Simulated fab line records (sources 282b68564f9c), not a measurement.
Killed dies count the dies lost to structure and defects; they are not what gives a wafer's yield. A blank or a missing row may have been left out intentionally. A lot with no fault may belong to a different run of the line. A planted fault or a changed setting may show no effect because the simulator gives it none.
fab line records	flow rit_cmos
record lots=5	wafers=15	last_day=7
route steps=202 shown SILICIDE@161 CONTACT@168 M1@202
lots that met no fault: taken from a fault-free run of the same line
start_h: hours from the record's first day to the start of the lot's first wafer shown	wait_h: time in hours since the lot's previous step	" same as the row above	L1.1+2: one row covering several wafers at once	- no value present, or no start provided	* or withheld: withheld	< > ~ a bound
route shown NAME@n: names a module that has steps shown in the file, with the first one's number in the route	usual: the fault-free wafers' mean and standard deviation	same: alike in all rows	chamber/n: place in a boat	sites: the reading at each site	_std_site: standard deviation of those values	_edge_site: mean of outer sites minus mean of inner sites	radius_mm: for every site, how far away it sits from the centre of the wafer	mask NAME#n: copy n	behind: the most recent tool/chamber to have shaped the wafer	hold: what put the lot on hold/how long, in hours/how the hold closed	device: whichever transistor did not switch (one of n, p or np)	end of line: the route-end tests of the same wafers	a step with no rows: only its recipe	killed: not the wafer's yield, but the dies lost to structure and defects at the first sort	map: a wafer's dies, marking killed ones x, the rest . and places with no die _
set.NAME: the setting that was run; set.NAME@STEP: the one run at that earlier step	model.NAME: the simulator's own value behind a step, which no gauge read
certain route steps with their lots: each step a table, each wafer a row
services: a tool's chamber out of use, with start hour (start_h, from the record's first day; less than 0 if before it), hours out, and reason
## steps
# step RIT_SILICIDE_WET_ETCH_00
# recipe chemistry=BOE	target=SiO2	target_depth_nm=14	time_s=15	dry=n2_spin	dilution=10:1	temp_c=21.5
# step RIT_SILICIDE_SPUTTER_01
# recipe material=Ti	target_thk_nm=30	power_w=350	chamber_pressure_pa=0.667	gas=Ar	time_s=240	substrate_temp_c=25
# usual substrate_temp_c=24.99/0.099	throttle_valve_pct=30.5/1.3
lot.wafer	tool	chamber	start_h	wait_h	substrate_temp_c	throttle_valve_pct
L250.1	pvd_sputter-03	-	57.05	0.0	25.02	31.6
L250.4	"	-	"	"	25.10	28.3
L250.5	"	-	"	"	24.98	31.4
L253.2	pvd_sputter-02	-	73.08	0.0	24.88	29.7
L253.3	"	-	"	"	24.99	32.0
L253.6	"	-	"	"	24.88	32.0
L256.2	pvd_sputter-03	-	84.56	0.0	25.01	28.4
L256.3	"	-	"	"	24.90	30.5
L256.5	"	-	"	"	25.12	31.5
L264.3	pvd_sputter-03	-	134.05	0.0	25.01	30.7
L264.4	"	-	"	"	24.96	28.4
L264.6	"	-	"	"	24.81	28.2
L270.2	pvd_sputter-04	-	165.74	0.0	24.98	30.0
L270.3	"	-	"	"	25.05	30.0
L270.6	"	-	"	"	24.79	28.8
# step RIT_SILICIDE_RS_MEAS_02
# recipe thk_meas_gauge=four-point-probe	reads=Ti_of_SILICIDE_SPUTTER_01
# usual SILICIDE_TI_RS=47.7/0.56
lot.wafer	tool	chamber	start_h	wait_h	SILICIDE_TI_RS[ohm/sq]
L250.1	film_metro-02	-	57.20	0.1	48.3
L250.4	"	-	"	"	48.0
L250.5	"	-	"	"	48.4
L253.2	film_metro-02	-	73.25	0.1	47.5
L253.3	"	-	"	"	47.7
L253.6	"	-	"	"	47.4
L256.2	film_metro-01	-	84.73	0.1	47.7
L256.3	"	-	"	"	47.9
L256.5	"	-	"	"	47.8
L264.3	film_metro-03	-	134.24	0.1	47.3
L264.4	"	-	"	"	47.2
L264.6	"	-	"	"	47.3
L270.2	film_metro-03	-	165.91	0.1	46.8
L270.3	"	-	"	"	46.6
L270.6	"	-	"	"	46.4
# step RIT_SILICIDE_THK_MEAS_03
# recipe thk_meas_gauge=xrf	reads=Ti_of_SILICIDE_SPUTTER_01
# usual SILICIDE_TI_THK=29.5/0.31
lot.wafer	tool	chamber	start_h	wait_h	SILICIDE_TI_THK[nm]
L250.1	film_metro-02	-	57.32	0.1	29.4
L250.4	"	-	"	"	29.4
L250.5	"	-	"	"	29.3
L253.2	film_metro-02	-	73.36	0.1	29.5
L253.3	"	-	"	"	29.4
L253.6	"	-	"	"	29.7
L256.2	film_metro-01	-	84.84	0.1	29.6
L256.3	"	-	"	"	29.4
L256.5	"	-	"	"	29.4
L264.3	film_metro-03	-	134.34	0.1	29.4
L264.4	"	-	"	"	29.6
L264.6	"	-	"	"	29.4
L270.2	film_metro-03	-	166.02	0.1	30.0
L270.3	"	-	"	"	30.0
L270.6	"	-	"	"	30.1
# step RIT_SILICIDE_RTA_04
# recipe temp_c=650	time_s=10	idle_temp_c=25	ramp_up_s=5	ramp_down_s=5	cool_to_c=25	ambient=N2
# usual wafer_temp_C_max=654.5/0.9
lot.wafer	tool	chamber	start_h	wait_h	wafer_temp_C_max
L250.1	rtp_anneal-02	0	57.38	0.1	654.0
L250.4	"	0	"	"	653.9
L250.5	"	0	"	"	653.3
L253.2	rtp_anneal-01	0	73.43	0.1	654.6
L253.3	"	0	"	"	654.1
L253.6	"	0	"	"	654.1
L256.2	rtp_anneal-01	0	84.90	0.1	655.4
L256.3	"	0	"	"	653.3
L256.5	"	0	"	"	653.5
L264.3	rtp_anneal-02	0	134.40	0.1	652.3
L264.4	"	0	"	"	654.3
L264.6	"	0	"	"	654.0
L270.2	rtp_anneal-01	0	166.08	0.1	655.7
L270.3	"	0	"	"	655.9
L270.6	"	0	"	"	654.8
# step RIT_SILICIDE_WET_ETCH_05
# recipe chemistry=SPM	target=Ti	temp_c=90	time_s=120	dry=n2_spin
# step RIT_SILICIDE_RTA_06
# recipe temp_c=750	time_s=10	idle_temp_c=25	ramp_up_s=5	ramp_down_s=10	cool_to_c=25	ambient=N2
# usual wafer_temp_C_max=755.1/0.92
lot.wafer	tool	chamber	start_h	wait_h	wafer_temp_C_max
L250.1	rtp_anneal-01	0	57.49	0.0	755.9
L250.4	"	0	"	"	755.0
L250.5	"	0	"	"	755.7
L253.2	rtp_anneal-02	0	73.60	0.0	754.6
L253.3	"	0	"	"	754.0
L253.6	"	0	"	"	754.8
L256.2	rtp_anneal-01	0	85.01	0.0	753.8
L256.3	"	0	"	"	754.4
L256.5	"	0	"	"	755.4
L264.3	rtp_anneal-01	0	134.51	0.0	755.8
L264.4	"	0	"	"	754.8
L264.6	"	0	"	"	754.4
L270.2	rtp_anneal-02	0	166.19	0.0	754.9
L270.3	"	0	"	"	754.5
L270.6	"	0	"	"	755.1
# step RIT_CONTACT_CVD_00
# recipe material=SiO2	target_thk_nm=400	precursor=TEOS	temp_c=390	time_s=61	rf_w=400
# usual heater_power_w=331/44
lot.wafer	tool	chamber	start_h	wait_h	heater_power_w
L250.1	pecvd-02	1	57.56	0.1	312
L250.4	"	1	"	"	316
L250.5	"	0	"	"	309
L253.2	pecvd-02	2	73.65	0.0	404
L253.3	"	0	"	"	313
L253.6	"	2	"	"	299
L256.2	pecvd-02	1	85.06	0.0	328
L256.3	"	2	"	"	373
L256.5	"	1	"	"	338
L264.3	pecvd-03	1	134.55	0.0	367
L264.4	"	1	"	"	392
L264.6	"	2	"	"	336
L270.2	pecvd-03	1	166.24	0.0	372
L270.3	"	0	"	"	354
L270.6	"	0	"	"	353
# step RIT_CONTACT_THK_MEAS_01
# recipe reads=SiO2_of_CONTACT_CVD_00
# usual CONTACT_TEOS_THK=399/4.9
lot.wafer	tool	chamber	start_h	wait_h	CONTACT_TEOS_THK[nm]
L250.1	film_metro-03	-	57.61	0.0	394
L250.4	"	-	"	"	405
L250.5	"	-	"	"	404
L253.2	film_metro-04	-	73.71	0.0	394
L253.3	"	-	"	"	399
L253.6	"	-	"	"	404
L256.2	film_metro-03	-	85.13	0.0	394
L256.3	"	-	"	"	399
L256.5	"	-	"	"	406
L264.3	film_metro-01	-	134.63	0.0	394
L264.4	"	-	"	"	398
L264.6	"	-	"	"	396
L270.2	film_metro-04	-	166.31	0.0	389
L270.3	"	-	"	"	396
L270.6	"	-	"	"	395
# step RIT_CONTACT_HMDS_02
# recipe prime_time_s=60	prime_temp_c=140
# step RIT_CONTACT_COAT_03
# recipe resist=NOVOLAK	spin_rpm=3250	resist_thk_nm=1000
# step RIT_CONTACT_SOFTBAKE_04
# recipe resist=NOVOLAK	temp_c=90	time_s=60
# step RIT_CONTACT_EXPOSE_05
# recipe mask_id=M11	na=0.6	source_shape=conventional	sigma_outer=0.5	target_cd_nm=1000	dose_mj=250
# usual exposure_dose_mJ_cm2=249.89/0.24	focus_offset_nm=0.0/0.61
# same sigma_outer=0.5
lot.wafer	tool	chamber	start_h	wait_h	mask	exposure_dose_mJ_cm2	focus_offset_nm
L250.1	iline_stepper-01	0	58.12	0.1	M11#0	249.84	1.3
L250.4	"	0	"	"	M11#0	249.84	0.8
L250.5	"	0	"	"	M11#0	249.48	0.8
L253.2	iline_stepper-01	0	74.26	0.1	M11#0	249.69	1.1
L253.3	"	0	"	"	M11#0	250.20	0.0
L253.6	"	0	"	"	M11#0	250.30	0.4
L256.2	iline_stepper-01	0	85.77	0.2	M11_R1#0	250.21	0.0
L256.3	"	0	"	"	M11_R1#0	250.16	0.6
L256.5	"	0	"	"	M11_R1#0	250.09	0.6
L264.3	iline_stepper-02	0	135.15	0.1	M11#0	249.47	0.1
L264.4	"	0	"	"	M11#0	249.76	0.7
L264.6	"	0	"	"	M11#0	249.57	0.4
L270.2	iline_stepper-01	0	166.95	0.2	M11#0	249.93	-0.1
L270.3	"	0	"	"	M11#0	249.96	0.7
L270.6	"	0	"	"	M11#0	250.23	0.6
# step RIT_CONTACT_PEB_06
# recipe resist=NOVOLAK	temp_c=withheld	time_s=withheld
# step RIT_CONTACT_DEVELOP_07
# recipe resist=NOVOLAK	develop_time_s=120	dev_temp_c=23
# step RIT_CONTACT_CD_MEAS_08
# recipe target_cd_nm=1000
# usual cd_nm=999.9/1.7
lot.wafer	tool	chamber	start_h	wait_h	cd_nm
L250.1	cd_sem-01	-	58.63	-	1000.1
L250.4	"	-	"	"	1000.9
L250.5	"	-	"	"	1000.2
L253.2	cd_sem-02	-	74.77	-	1002.2
L253.3	"	-	"	"	1001.7
L253.6	"	-	"	"	999.6
L256.2	cd_sem-01	-	86.29	-	1148.2
L256.3	"	-	"	"	1149.8
L256.5	"	-	"	"	1147.7
L264.3	cd_sem-01	-	135.77	-	998.5
L264.4	"	-	"	"	1001.2
L264.6	"	-	"	"	1001.8
L270.2	cd_sem-02	-	167.47	-	999.8
L270.3	"	-	"	"	1000.4
L270.6	"	-	"	"	999.5
# step RIT_CONTACT_OVL_MEAS_09
# usual CONTACT_OVL=0.1/1.4
lot.wafer	tool	chamber	start_h	wait_h	CONTACT_OVL[nm]
L250.1	overlay-01	-	58.75	0.1	1.6
L250.4	"	-	"	"	2.0
L250.5	"	-	"	"	2.4
L253.2	overlay-02	-	74.88	0.1	1.5
L253.3	"	-	"	"	2.4
L253.6	"	-	"	"	-0.4
L256.2	overlay-01	-	86.39	0.1	0.2
L256.3	"	-	"	"	0.6
L256.5	"	-	"	"	-1.0
L264.3	overlay-01	-	135.86	0.1	-1.1
L264.4	"	-	"	"	-0.7
L264.6	"	-	"	"	0.3
L270.2	overlay-01	-	167.57	0.1	2.8
L270.3	"	-	"	"	2.7
L270.6	"	-	"	"	2.0
# step RIT_CONTACT_HARDBAKE_10
# recipe resist=NOVOLAK	temp_c=140	time_s=60
# step RIT_CONTACT_ETCH_11
# recipe target_depth_a=4800	over_etch_frac=0.2	stop_on=TiSi2	chemistry=CHF3/CF4/Ar	target=SiO2	CHF3_flow_sccm=50	cf4_flow_sccm=10	Ar_flow_sccm=100	O2_flow_sccm=5	pressure_mtorr=100	rf_w=200	time_s=320
# usual drypump_motor_current_A=5.5/0.35	oes_product_au=0.990/0.013	throttle_valve_pct=8.85/0.086
lot.wafer	tool	chamber	start_h	wait_h	drypump_motor_current_A	oes_product_au	rf_hours_counter_h	throttle_valve_pct	model.CONTACT.cd_nm
L250.1	rie_diel-03	2	58.94	0.1	6.0	0.989	109	8.67	999.9
L250.4	"	1	"	"	5.7	0.986	164	8.85	1001
L250.5	"	1	"	"	5.7	0.985	-	8.86	1000
L253.2	rie_diel-03	1	75.06	0.1	5.7	0.985	165	8.85	1002
L253.3	"	3	"	"	5.5	0.976	157	8.98	1002
L253.6	"	0	"	"	4.7	0.969	-	8.80	1000
L256.2	rie_diel-01	1	86.57	0.1	5.2	0.986	24	8.81	1148
L256.3	"	3	"	"	5.5	1.005	12	8.90	1150
L256.5	"	0	"	"	5.4	1.011	-	8.77	1148
L264.3	rie_diel-01	1	136.03	0.1	5.2	0.988	25	8.80	999
L264.4	"	2	"	"	5.6	0.992	1	8.95	1001
L264.6	"	2	"	"	5.6	0.995	-	8.95	1002
L270.2	rie_diel-01	0	167.75	0.1	5.4	0.996	128	8.75	999.4
L270.3	"	1	"	"	5.2	0.992	26	8.79	1000
L270.6	"	2	"	"	5.6	0.993	-	8.95	999.6
# step RIT_CONTACT_STRIP_12
# recipe chemistry=O2	time_s=180	resist=NOVOLAK	platen_temp_c=withheld	power_w=500	pressure_mtorr=4000	o2_flow_sccm=4000
# usual drypump_motor_current_A=6.0/0.33
lot.wafer	tool	chamber	start_h	wait_h	drypump_motor_current_A	rf_hours_counter_h
L250.1	plasma_asher-02	0	59.13	0.1	6.2	41
L250.4	"	1	"	"	5.5	-
L250.5	"	0	"	"	6.2	-
L253.2	plasma_asher-04	0	75.25	0.1	5.9	46
L253.3	"	0	"	"	5.9	-
L253.6	"	1	"	"	5.7	-
L256.2	plasma_asher-01	1	86.77	0.1	6.0	28
L256.3	"	0	"	"	6.5	-
L256.5	"	0	"	"	6.5	-
L264.3	plasma_asher-02	1	136.28	0.2	5.5	-
L264.4	"	0	"	"	6.2	-
L264.6	"	1	"	"	5.5	-
L270.2	plasma_asher-04	1	167.95	0.1	5.7	55
L270.3	"	0	"	"	5.9	-
L270.6	"	0	"	"	5.9	-
# step RIT_M1_PROBE_99
lot.wafer	tool	chamber	start_h	wait_h	model.etest.contact_to_gate.bv_right_v	model.etest.contact_to_gate.bv_left_v	model.etest.contact_pplus.rc_ohm	model.etest.contact_npoly.rc_ohm	model.etest.contact_nplus.rc_ohm	model.etest.contact_ppoly.rc_ohm
L250.1	prober-02	-	63.81	0.1	88.57	89.63	1.445	1.439	1.434	1.393
L250.4	prober-02	-	63.96	0.2	87.65	90.22	1.377	1.368	1.401	1.361
L250.5	prober-02	-	64.01	0.2	90.52	92.08	1.363	1.395	1.414	1.406
L253.2	prober-01	-	80.47	0.1	89.38	91.25	1.391	1.352	1.365	1.305
L253.3	prober-01	-	80.52	0.2	88.5	93.58	1.399	1.412	1.383	1.377
L253.6	prober-01	-	80.67	0.2	89.87	90.51	1.4	1.362	1.393	1.402
L256.2	prober-02	-	92.57	0.1	52.44	54.1	1.327	1.328	1.307	1.302
L256.3	prober-02	-	92.62	0.2	53.23	50.1	1.348	1.367	1.287	1.279
L256.5	prober-02	-	92.72	0.2	53.38	53.47	1.375	1.331	1.298	1.274
L264.3	prober-02	-	144.20	0.2	87.58	90.59	1.403	1.377	1.338	1.366
L264.4	prober-02	-	144.25	0.2	87.8	88.85	1.341	1.326	1.401	1.373
L264.6	prober-02	-	144.35	0.2	91.93	89.04	1.333	1.398	1.327	1.38
L270.2	prober-01	-	173.57	0.1	87.94	91.57	1.392	1.365	1.364	1.322
L270.3	prober-01	-	173.62	0.2	88.61	92.05	1.363	1.345	1.338	1.36
L270.6	prober-01	-	173.77	0.2	90.38	89.51	1.394	1.311	1.397	1.367
# killed by level:class
L250.1 SILICIDE:geometric_particle:short=2 FOX1:geometric_particle:open=1 GATE:geometric_particle:open=1 GATE:geometric_particle:short=1 REOX:geometric_particle:open=1 REOX:geometric_particle:short=1 SPACER:geometric_particle:short=1 SPACER:geometric_particle:open=1
L250.4 FOX1:geometric_particle:short=2 SILICIDE:geometric_particle:short=2 FOX1:geometric_particle:open=1 FOX2:geometric_particle:short=1 GATE:geometric_particle:short=1 SILICIDE:geometric_particle:open=1
L250.5 GATE:geometric_particle:short=2 REOX:geometric_particle:short=1 SILICIDE:geometric_particle:open=1 SILICIDE:geometric_particle:short=1
L253.2 FOX1:geometric_particle:short=2 GATE:geometric_particle:short=2 FOX1:geometric_particle:open=1 FOX2:geometric_particle:short=1 FOX2:geometric_particle:open=1 GATE:geometric_particle:open=1 SILICIDE:geometric_particle:short=1
L253.3 FOX1:geometric_particle:open=4 GATE:geometric_particle:open=2 ACTIVE:geometric_particle:open=1 FOX1:geometric_particle:short=1 REOX:geometric_particle:open=1
L253.6 GATE:geometric_particle:short=2 FOX1:geometric_particle:open=1 FOX1:geometric_particle:short=1 SPACER:geometric_particle:short=1 SPACER:geometric_particle:open=1 SILICIDE:geometric_particle:open=1
L264.3 GATE:geometric_particle:open=4 FOX1:geometric_particle:short=1 FOX2:geometric_particle:short=1 GATE:geometric_particle:short=1 REOX:geometric_particle:open=1 REOX:geometric_particle:short=1 SPACER:geometric_particle:short=1 SILICIDE:geometric_particle:short=1
L264.4 SPACER:geometric_particle:open=4 FOX1:geometric_particle:open=2 GATE:geometric_particle:short=2 FOX1:geometric_particle:short=1 GATE:geometric_particle:open=1 REOX:geometric_particle:open=1 SPACER:geometric_particle:short=1
L264.6 GATE:geometric_particle:short=3 GATE:geometric_particle:open=2 FOX1:geometric_particle:open=1 REOX:geometric_particle:short=1 REOX:geometric_particle:open=1
L270.2 GATE:geometric_particle:short=3 REOX:geometric_particle:short=3 FOX1:geometric_particle:open=1 FOX2:geometric_particle:short=1
L270.3 GATE:geometric_particle:short=2 FOX1:geometric_particle:short=1 FOX2:geometric_particle:open=1 GATE:geometric_particle:open=1 REOX:geometric_particle:open=1 REOX:geometric_particle:short=1 SPACER:geometric_particle:short=1 M1:geometric_particle:open=1
L270.6 FOX2:geometric_particle:open=3 FOX2:geometric_particle:short=1 REOX:geometric_particle:short=1
## services
tool	chamber	start_h	hours	kind
rie_diel-03	3	35.25	9.1	repair
plasma_asher-02	-	43.78	0.9	repair
pecvd-02	2	46.33	5.2	repair
rie_diel-03	-	48.09	2.5	repair
pecvd-02	-	50.36	0.5	repair
pvd_sputter-02	-	56.50	3.8	repair
iline_stepper-01	-	58.87	1.7	pm
pecvd-03	-	61.37	2.8	pm
iline_stepper-02	-	67.08	4.4	pm
rie_diel-03	1	75.40	-	clean
rie_diel-01	2	80.22	-	clean
rie_diel-01	2	80.22	23.5	scheduled_down
rie_diel-01	2	80.22	23.5	vent_cycle
rtp_anneal-02	-	83.96	29.6	pm
iline_stepper-01	-	89.14	1.5	repair
iline_stepper-01	0	108.09	-	calibration
rie_diel-03	-	111.51	1.0	repair
rie_diel-01	2	132.48	1.5	repair
rie_diel-01	3	136.69	4.3	repair
iline_stepper-02	-	145.04	2.1	pm
pvd_sputter-03	-	147.15	1.3	repair
pvd_sputter-02	-	154.27	9.9	repair
pvd_sputter-02	-	163.88	2.5	repair
iline_stepper-02	-	167.85	6.7	repair
## key
first_sign step=RIT_CONTACT_EXPOSE_05	reading=mask	direction=changed
effect step=RIT_CONTACT_CD_MEAS_08	reading=cd_nm	direction=up	sigmas=90	usual=999.9	struck=1148.6
model_effect step=RIT_CONTACT_ETCH_11	value=CONTACT.cd_nm	without=998.6	struck=1149
model_effect step=RIT_M1_PROBE_99	value=etest.contact_to_gate.bv_right_v	without=90.51	struck=53.01
met_at RIT_CONTACT_EXPOSE_05
struck_wafers L256.2,L256.3,L256.5
sort_left_out L256.2,L256.3,L256.5
tester_left_out L256
onset_between 74.26 85.77
fault kind=wrong_mask	tool=any	chamber=-	onset_h=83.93	steps=RIT_CONTACT_EXPOSE_05	aux_copy=M11_R1#0	cd_offset_nm=150	scope=struck_lots_only
# tester_left_out: of these lots the tester's yield and bins aren't shown, on N5 and GAA mostly nor the transistor test; their killed dies are dies lost to structure and defects alone, not to doping, threshold or leakage, so they don't give the yield
# sort_left_out: the simulated sort isn't trusted on such a fault, so these wafers' sort isn't shown, and their yield isn't known
